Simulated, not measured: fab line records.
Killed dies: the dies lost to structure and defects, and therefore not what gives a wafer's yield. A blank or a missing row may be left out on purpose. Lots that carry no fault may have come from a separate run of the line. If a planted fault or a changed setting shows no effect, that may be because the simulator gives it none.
Split-lot study || flow ritCmos || on a route of 202 steps: 5 lots, 23 wafers read

== ABOUT THE SPLIT ==
At RIT_NLDD_SOFTBAKE_02 (time 60 s), the setting tempC was moved away from the recipe's 90 C on 9 of the 23 wafers read, by +1.4% to +3.9%. This setting was run at the recipe's value on the other wafers.

The reading is taken at the split's own step.

== THE READING ==
NOVOLAK_of_NLDD_COAT_01.thkNm (the simulator's own value, which no gauge read), in nm, at RIT_NLDD_SOFTBAKE_02 (time 60 s). The file gives no usual value for it. Here, 14 wafers ran the recipe; their average is 1001.5 nm with a standard deviation of 2.6 nm.

{"wafer": "L075.1", "tool, chamber at the split": "lithoTrack-04, 0", "tempC as run, C": 90, "against the recipe": "recipe", "NOVOLAK_of_NLDD_COAT_01.thkNm, nm": 1000, "against lot-mates on the recipe": "-"}
{"wafer": "L075.3", "tool, chamber at the split": "lithoTrack-04, 0", "tempC as run, C": 92.43, "against the recipe": "+2.7%", "NOVOLAK_of_NLDD_COAT_01.thkNm, nm": 997.6, "against lot-mates on the recipe": -4.7}
{"wafer": "L075.4", "tool, chamber at the split": "lithoTrack-04, 0", "tempC as run, C": 92.43, "against the recipe": "+2.7%", "NOVOLAK_of_NLDD_COAT_01.thkNm, nm": 998.1, "against lot-mates on the recipe": -4.2}
{"wafer": "L075.5", "tool, chamber at the split": "lithoTrack-04, 0", "tempC as run, C": 90, "against the recipe": "recipe", "NOVOLAK_of_NLDD_COAT_01.thkNm, nm": 1004, "against lot-mates on the recipe": "-"}
{"wafer": "L075.6", "tool, chamber at the split": "lithoTrack-04, 0", "tempC as run, C": 90, "against the recipe": "recipe", "NOVOLAK_of_NLDD_COAT_01.thkNm, nm": 1003, "against lot-mates on the recipe": "-"}
{"wafer": "L077.1", "tool, chamber at the split": "lithoTrack-01, 0", "tempC as run, C": 90, "against the recipe": "recipe", "NOVOLAK_of_NLDD_COAT_01.thkNm, nm": 1002, "against lot-mates on the recipe": "-"}
{"wafer": "L077.4", "tool, chamber at the split": "lithoTrack-01, 0", "tempC as run, C": 90, "against the recipe": "recipe", "NOVOLAK_of_NLDD_COAT_01.thkNm, nm": 1000, "against lot-mates on the recipe": "-"}
{"wafer": "L077.6", "tool, chamber at the split": "lithoTrack-01, 0", "tempC as run, C": 90, "against the recipe": "recipe", "NOVOLAK_of_NLDD_COAT_01.thkNm, nm": 1001, "against lot-mates on the recipe": "-"}
{"wafer": "L080.1", "tool, chamber at the split": "lithoTrack-04, 0", "tempC as run, C": 93.52, "against the recipe": "+3.9%", "NOVOLAK_of_NLDD_COAT_01.thkNm, nm": 991.3, "against lot-mates on the recipe": -9.7}
{"wafer": "L080.2", "tool, chamber at the split": "lithoTrack-04, 0", "tempC as run, C": 90, "against the recipe": "recipe", "NOVOLAK_of_NLDD_COAT_01.thkNm, nm": 1002, "against lot-mates on the recipe": "-"}
{"wafer": "L080.3", "tool, chamber at the split": "lithoTrack-04, 0", "tempC as run, C": 90, "against the recipe": "recipe", "NOVOLAK_of_NLDD_COAT_01.thkNm, nm": 1000, "against lot-mates on the recipe": "-"}
{"wafer": "L080.5", "tool, chamber at the split": "lithoTrack-04, 0", "tempC as run, C": 90, "against the recipe": "recipe", "NOVOLAK_of_NLDD_COAT_01.thkNm, nm": 1001, "against lot-mates on the recipe": "-"}
{"wafer": "L080.6", "tool, chamber at the split": "lithoTrack-04, 0", "tempC as run, C": 93.52, "against the recipe": "+3.9%", "NOVOLAK_of_NLDD_COAT_01.thkNm, nm": 990.6, "against lot-mates on the recipe": -10.4}
{"wafer": "L081.1", "tool, chamber at the split": "lithoTrack-01, 0", "tempC as run, C": 91.22, "against the recipe": "+1.4%", "NOVOLAK_of_NLDD_COAT_01.thkNm, nm": 992.2, "against lot-mates on the recipe": -4.9}
{"wafer": "L081.2", "tool, chamber at the split": "lithoTrack-01, 0", "tempC as run, C": 90, "against the recipe": "recipe", "NOVOLAK_of_NLDD_COAT_01.thkNm, nm": 997.4, "against lot-mates on the recipe": "-"}
{"wafer": "L081.4", "tool, chamber at the split": "lithoTrack-01, 0", "tempC as run, C": 91.22, "against the recipe": "+1.4%", "NOVOLAK_of_NLDD_COAT_01.thkNm, nm": 992.7, "against lot-mates on the recipe": -4.4}
{"wafer": "L081.6", "tool, chamber at the split": "lithoTrack-01, 0", "tempC as run, C": 91.22, "against the recipe": "+1.4%", "NOVOLAK_of_NLDD_COAT_01.thkNm, nm": 992.7, "against lot-mates on the recipe": -4.4}
{"wafer": "L081.5", "tool, chamber at the split": "lithoTrack-01, 0", "tempC as run, C": 90, "against the recipe": "recipe", "NOVOLAK_of_NLDD_COAT_01.thkNm, nm": 996.9, "against lot-mates on the recipe": "-"}
{"wafer": "L082.1", "tool, chamber at the split": "lithoTrack-03, 0", "tempC as run, C": 90, "against the recipe": "recipe", "NOVOLAK_of_NLDD_COAT_01.thkNm, nm": 1007, "against lot-mates on the recipe": "-"}
{"wafer": "L082.2", "tool, chamber at the split": "lithoTrack-03, 0", "tempC as run, C": 93.11, "against the recipe": "+3.5%", "NOVOLAK_of_NLDD_COAT_01.thkNm, nm": 997.4, "against lot-mates on the recipe": -7.3}
{"wafer": "L082.4", "tool, chamber at the split": "lithoTrack-03, 0", "tempC as run, C": 93.11, "against the recipe": "+3.5%", "NOVOLAK_of_NLDD_COAT_01.thkNm, nm": 996.9, "against lot-mates on the recipe": -7.8}
{"wafer": "L082.5", "tool, chamber at the split": "lithoTrack-03, 0", "tempC as run, C": 90, "against the recipe": "recipe", "NOVOLAK_of_NLDD_COAT_01.thkNm, nm": 1005, "against lot-mates on the recipe": "-"}
{"wafer": "L082.6", "tool, chamber at the split": "lithoTrack-03, 0", "tempC as run, C": 90, "against the recipe": "recipe", "NOVOLAK_of_NLDD_COAT_01.thkNm, nm": 1002, "against lot-mates on the recipe": "-"}

THE FIT
A straight line over all 23 wafers: NOVOLAK_of_NLDD_COAT_01.thkNm changes by -2.07 nm for each +1% of tempC; r = -0.68; the points scatter about the line by 3.4 nm.
The same after taking each lot's own level away (the mean of its wafers on the recipe; 23 wafers): -2.29 nm for each +1%; r = -0.93; scatter 1.4 nm.
The reading moves by 9 nm for the largest change in tempC, on that fit.
The lots' own levels span 997.15 to 1004.67 nm, that is 2.9 times the standard deviation above.
So the lot-to-lot level blurs the effect unless lot-mates are compared.
Check: for one of the wafers moved furthest among these (+3.9%), held out of the fit, the line's prediction against its lot-mates is -8.91 nm. It came out at -9.7 nm against them.

== OTHER SPLITS ON THESE WAFERS ==
Note: prior to the reading, these wafers also went through further splits. Each is held against what the fit with the lots' levels taken away leaves over:
{"other split on the same wafers": "RIT_REOX_OXIDATION_03 oxTimeS", "wafers away from the commonest value": 15, "r with NOVOLAK_of_NLDD_COAT_01.thkNm (lot level and that fit taken away)": -0.08}

== THE FILE'S OWN FIT ==
NOVOLAK_of_NLDD_COAT_01.thkNm changes by -2.27 nm for each +1% of tempC, r = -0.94.
